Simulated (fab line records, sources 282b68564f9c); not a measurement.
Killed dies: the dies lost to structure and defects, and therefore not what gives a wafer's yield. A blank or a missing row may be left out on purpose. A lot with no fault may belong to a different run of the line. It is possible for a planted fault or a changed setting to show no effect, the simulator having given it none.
Shared-tool check | flow ritCmos | Sample size 14 lots and 42 wafers

== THE REASON FOR OPENING IT ==
RIT_NLDD_TW_MEAS_10, reading NLDD_TW: flagged on 2 of 14 lots. Fault-free wafers read 2510, with a standard deviation of 24.
Rule: a lot is flagged in two cases, either no wafer of it has a number, or all its wafers with numbers fall more than 4 standard deviations from that mean. The rest of the lots are taken to be sound.

lot  | measured    | on           | NLDD_TW, wafer by wafer | flag
L751 | day 2 22:22 | filmMetro-01 | 2509 2531 2524          | 
L752 | day 3 04:28 | filmMetro-03 | 2472 2474 2475          | 
L757 | day 4 04:10 | filmMetro-02 | 1581 1589 1585          | FLAGGED
L759 | day 4 16:02 | filmMetro-02 | 1561 1555 1559          | FLAGGED
L764 | day 5 16:38 | filmMetro-02 | 2505 2523 2515          | 
L765 | day 5 18:55 | filmMetro-02 | 2510 2495 2506          | 
L766 | day 6 01:38 | filmMetro-01 | 2534 2516 2523          | 
L767 | day 6 04:11 | filmMetro-02 | 2518 2505 2505          | 
L768 | day 6 11:48 | filmMetro-02 | 2525 2517 2515          | 
L769 | day 6 13:55 | filmMetro-02 | 2528 2506 2519          | 
L770 | day 6 22:02 | filmMetro-03 | 2467 2460 2463          | 
L771 | day 6 23:35 | filmMetro-01 | 2528 2527 2517          | 
L773 | day 7 13:32 | filmMetro-03 | 2458 2452 2466          | 
L774 | day 7 17:43 | filmMetro-01 | 2532 2541 2532          | 
The numbers of the flagged lots are 1572 on average: -938 against the usual, or -39 standard deviations.

== WHICH TOOL EACH LOT WENT THROUGH ==
The record keeps 1 process step preceding the reading, out of 202 steps on the route. Read each cell as the tool, then ch plus the chambers that the sampled wafers visited, then the start.
lot  | flag    | RIT_NLDD_IMPLANT_08
L751 |         | implanter-01 ch 0, day 2 22:03
L752 |         | implanter-02 ch 0, day 3 04:08
L757 | FLAGGED | implanter-04 ch 0, day 4 03:51
L759 | FLAGGED | implanter-04 ch 0, day 4 15:42
L764 |         | implanter-01 ch 0, day 5 16:19
L765 |         | implanter-02 ch 0, day 5 18:36
L766 |         | implanter-01 ch 0, day 6 01:19
L767 |         | implanter-02 ch 0, day 6 03:52
L768 |         | implanter-02 ch 0, day 6 11:29
L769 |         | implanter-02 ch 0, day 6 13:37
L770 |         | implanter-02 ch 0, day 6 21:42
L771 |         | implanter-02 ch 0, day 6 23:15
L773 |         | implanter-02 ch 0, day 7 13:13
L774 |         | implanter-01 ch 0, day 7 17:24
What the steps here do:
- RIT_NLDD_IMPLANT_08
- RIT_NLDD_TW_MEAS_10

== FLAGGED AGAINST TOTAL, ONE TOOL AT A TIME (gauges that did the reading follow at the end) ==
step                | tool         | lots run | flagged | share of the flagged lots | sound lots run after its first flagged lot
RIT_NLDD_IMPLANT_08 | implanter-01 | 4        | 0       | none                      | -
RIT_NLDD_IMPLANT_08 | implanter-02 | 8        | 0       | none                      | -
RIT_NLDD_IMPLANT_08 | implanter-04 | 2        | 2       | all                       | 0
RIT_NLDD_TW_MEAS_10 | filmMetro-01 | 4        | 0       | none                      | -
RIT_NLDD_TW_MEAS_10 | filmMetro-02 | 7        | 2       | all                       | 5 (L764,L765,L767,L768,L769)
RIT_NLDD_TW_MEAS_10 | filmMetro-03 | 3        | 0       | none                      | -

== THE TABLE: WHAT IT ALLOWS ==
Every flagged lot went through 2 rows of the table: implanter-04 at RIT_NLDD_IMPLANT_08 and filmMetro-02 at RIT_NLDD_TW_MEAS_10.
- implanter-04 at RIT_NLDD_IMPLANT_08 ran 2 lots, 2 of them flagged. It ran no sound lot before its first flagged lot in this sample, so the start can't be narrowed down. Its own readings (doseIonsCm2, faradayCurrentUA) fall more than 4 standard deviations out on all wafers of the flagged lots.
- filmMetro-02 at RIT_NLDD_TW_MEAS_10 ran 7 lots, 2 of them flagged. Sound lots ran on it after the first flagged one (L764, L765, L767, L768, L769), which a lasting fault on the whole tool wouldn't allow.
One tool is left: implanter-04 at RIT_NLDD_IMPLANT_08.

== WHAT THE SIMULATOR PUT IN ==
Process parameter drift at RIT_NLDD_IMPLANT_08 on implanter-04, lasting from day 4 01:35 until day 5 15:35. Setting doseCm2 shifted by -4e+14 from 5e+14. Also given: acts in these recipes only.
Struck lots among those shown: L757, L759. The rule above found the same.
